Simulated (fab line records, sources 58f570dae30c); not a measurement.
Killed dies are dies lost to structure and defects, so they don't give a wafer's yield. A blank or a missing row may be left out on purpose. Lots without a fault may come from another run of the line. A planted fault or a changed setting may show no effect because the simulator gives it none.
Which tool did it? | flow berkeley_cmos170 | 15 lots, 45 wafers sampled, at 4 steps of a route of 331

WHAT THE GAUGES READ, wafer by wafer
UCB170_M2_OVL_MEAS_16. Usual: M2_OVL 0 nm, standard deviation 5.2.
lot  | measured     | on         | M2_OVL (nm) | flag
L402 | day 9 09:34  | overlay-02 | 10 7 8      |
L400 | day 9 11:02  | overlay-02 | 7 0 5       |
L399 | day 9 11:12  | overlay-01 | -7 -11 -1   |
L403 | day 9 11:52  | overlay-02 | 4 -2 -3     |
L406 | day 10 19:16 | overlay-02 | 2 -3 3      |
L407 | day 10 20:13 | overlay-01 | -6 1 -13    |
L409 | day 11 05:55 | overlay-02 | -2 -2 7     |
L411 | day 11 07:35 | overlay-01 | - - -       | OFF
L410 | day 11 08:23 | overlay-01 | - - -       | OFF
L412 | day 11 09:30 | overlay-02 | - - -       | OFF
L413 | day 12 00:45 | overlay-02 | -1 -2 1     |
L417 | day 13 06:49 | overlay-02 | 4 3 7       |
L418 | day 13 14:56 | overlay-02 | -12 -5 -9   |
L420 | day 13 16:44 | overlay-01 | 3 -11 -14   |
L419 | day 13 19:10 | overlay-02 | -5 -7 -9    |

UCB170_M2_CD_MEAS_90: target cd 700 nm. Usual: cd_nm 702 nm, standard deviation 3.1.
lot  | measured     | on        | cd_nm (nm)  | flag
L402 | day 9 09:56  | cd_sem-01 | 703 698 699 |
L400 | day 9 11:23  | cd_sem-01 | 699 699 701 |
L399 | day 9 11:35  | cd_sem-01 | 703 703 705 |
L403 | day 9 12:16  | cd_sem-02 | 703 701 701 |
L406 | day 10 19:38 | cd_sem-01 | 700 700 698 |
L407 | day 10 20:36 | cd_sem-01 | 701 703 699 |
L409 | day 11 06:17 | cd_sem-01 | 703 702 703 |
L411 | day 11 07:57 | cd_sem-01 | - - -       | OFF
L410 | day 11 08:46 | cd_sem-01 | - - -       | OFF
L412 | day 11 09:55 | cd_sem-01 | - - -       | OFF
L413 | day 12 01:07 | cd_sem-02 | 697 698 700 |
L417 | day 13 07:13 | cd_sem-02 | 697 702 703 |
L418 | day 13 15:19 | cd_sem-02 | 704 707 703 |
L420 | day 13 17:07 | cd_sem-01 | 699 704 707 |
L419 | day 13 19:33 | cd_sem-01 | 697 702 700 |

UCB170_V2_BOW_MEAS_03. Usual: V2_BOW 38 um, standard deviation 6.6.
lot  | measured     | on            | V2_BOW (um) | flag
L402 | day 9 10:34  | film_metro-03 | 50 36 43    |
L400 | day 9 12:02  | film_metro-04 | 38 40 35    |
L399 | day 9 12:21  | film_metro-01 | 41 27 47    |
L403 | day 9 12:58  | film_metro-03 | 37 36 37    |
L406 | day 10 20:16 | film_metro-03 | 26 36 41    |
L407 | day 10 21:14 | film_metro-04 | 39 31 41    |
L409 | day 11 06:56 | film_metro-01 | 35 28 54    |
L413 | day 12 01:45 | film_metro-01 | 41 37 37    |
L417 | day 13 07:55 | film_metro-01 | 34 35 33    |
L418 | day 13 15:56 | film_metro-04 | 43 41 30    |
L420 | day 13 17:44 | film_metro-01 | 34 42 36    |
L419 | day 13 20:11 | film_metro-04 | 31 35 43    |

WHICH TOOL RAN EACH LOT (tool, then ch and the chambers of the sampled wafers, then the start)
lot  | UCB170_M2_EXPOSE_12
L402 | krf_scanner-02 ch 0, day 9 09:01
L400 | krf_scanner-02 ch 0, day 9 10:21
L399 | krf_scanner-01 ch 0, day 9 10:37
L403 | krf_scanner-02 ch 0, day 9 11:05
L406 | krf_scanner-01 ch 0, day 10 18:45
L407 | krf_scanner-02 ch 0, day 10 19:44
L409 | krf_scanner-02 ch 0, day 11 05:25
L411 | krf_scanner-02, day 11 07:01
L410 | krf_scanner-01, day 11 07:46
L412 | krf_scanner-01, day 11 09:02
L413 | krf_scanner-01 ch 0, day 12 00:10
L417 | krf_scanner-02 ch 0, day 13 06:20
L418 | krf_scanner-01 ch 0, day 13 14:26
L420 | krf_scanner-01 ch 0, day 13 16:02
L419 | krf_scanner-02 ch 0, day 13 18:13
- UCB170_M2_EXPOSE_12: exposes mask METAL2, target cd 700 nm.

WHAT THE TOOLS THEMSELVES READ (means of the sampled wafers that have a number; where no wafer has one, the mark that the record gives instead)
UCB170_M2_EXPOSE_12. Usual: exposure_dose_mJ_cm2 26.17, standard deviation 0.22; focus_offset_nm 0.0 nm, standard deviation 0.53; stage_vel_mm_s 499.95 mm/s, standard deviation 0.26.
lot  | tool           | exposure_dose_mJ_cm2 | focus_offset_nm (nm) | stage_vel_mm_s (mm/s) | flag
L402 | krf_scanner-02 | 25.96                | -0.3                 | 499.77                |
L400 | krf_scanner-02 | 25.95                | -0.4                 | 500.19                |
L399 | krf_scanner-01 | 26.43                | 0.3                  | 500.06                |
L403 | krf_scanner-02 | 25.93                | 0.6                  | 499.89                |
L406 | krf_scanner-01 | 26.43                | -1.1                 | 499.79                |
L407 | krf_scanner-02 | 25.97                | -0.2                 | 499.92                |
L409 | krf_scanner-02 | 25.97                | 0.3                  | 499.72                |
L411 | krf_scanner-02 | -                    | -                    | -                     | OFF
L410 | krf_scanner-01 | -                    | -                    | -                     | OFF
L412 | krf_scanner-01 | -                    | -                    | -                     | OFF
L413 | krf_scanner-01 | 26.41                | -0.2                 | 500.24                |
L417 | krf_scanner-02 | 25.97                | -0.3                 | 499.90                |
L418 | krf_scanner-01 | 26.42                | 0.1                  | 499.97                |
L420 | krf_scanner-01 | 26.42                | 0.7                  | 499.90                |
L419 | krf_scanner-02 | 25.96                | 0.2                  | 500.40                |

THE ANSWER, worked out from the rows above alone
Rule: a lot is off if the mean of its wafers that have a number lies more than 3 standard deviations from the usual mean. A lot without any number at a reading at which 4 lots or more have one is off too. The other lots that the step has rows for count as sound. The gauges are gone through in route order, then the tools' own readings, and for those a lot's mean is taken as printed above. The first step at which some lot is off is used, and at that step the reading that is off furthest; a lot without a number counts as furthest.
Off: L411, L410, L412, at UCB170_M2_OVL_MEAS_16 (M2_OVL). Without a number there: L411, L410, L412.
A tool fits if, at a process step before that reading, it ran every lot that is off, and no sound lot after the first of them. The gauges at UCB170_M2_OVL_MEAS_16 aren't tried: what is off there is off at UCB170_M2_CD_MEAS_90 too, on other tools, and a gauge's error can't cause that. None of those tried fits.

WHAT THE SIMULATOR HAD PUT IN
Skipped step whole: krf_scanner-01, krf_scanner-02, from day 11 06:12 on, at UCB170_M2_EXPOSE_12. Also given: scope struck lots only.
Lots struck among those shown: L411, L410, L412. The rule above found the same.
